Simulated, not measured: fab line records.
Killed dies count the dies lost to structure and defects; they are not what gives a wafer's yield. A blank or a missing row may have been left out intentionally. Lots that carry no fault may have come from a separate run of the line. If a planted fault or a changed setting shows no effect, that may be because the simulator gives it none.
What tool caused it? | flow ritCmos | 6 lots (18 wafers sampled), 1 step of a 202-step route

WHAT THE GAUGES READ, wafer by wafer
RIT_PLDD_TW_MEAS_10.
lot  | measured    | on           | PLDD_TW
L144 | day 3 06:54 | filmMetro-04 | 2352 2347 2352
L148 | day 4 02:48 | filmMetro-04 | 2341 2346 2349
L151 | day 4 18:33 | filmMetro-04 | 2344 2342 2339
L153 | day 5 02:19 | filmMetro-02 | 2348 2342 2333
L162 | day 6 23:55 | filmMetro-02 | 2355 2343 2359
L164 | day 7 11:31 | filmMetro-04 | 2355 2344 2343

WHAT TOOL EACH LOT RAN ON (gives the tool, then ch and the chambers of the sampled wafers, and finally the start)
Record: no process step prior to these readings.

THE ANSWER, worked out from the rows above alone
Rule: usual is defined by the lots themselves. Put in order of their means at a reading, lots are off if they are a third of the lots or fewer, leave a main group of 4 or more, and stand apart from it by a gap of 3 or more times the standard deviation of the main group's means; of several such gaps the widest counts. A main group whose means are all the same, to the digits that the tables above print for the reading, isn't used. A lot without any number at a reading at which 4 lots or more have one is off too. Any other lot the step has rows for is counted as sound.
No lot is off at any reading shown: from this, nothing can be told.

WHAT THE SIMULATOR HAD INSERTED
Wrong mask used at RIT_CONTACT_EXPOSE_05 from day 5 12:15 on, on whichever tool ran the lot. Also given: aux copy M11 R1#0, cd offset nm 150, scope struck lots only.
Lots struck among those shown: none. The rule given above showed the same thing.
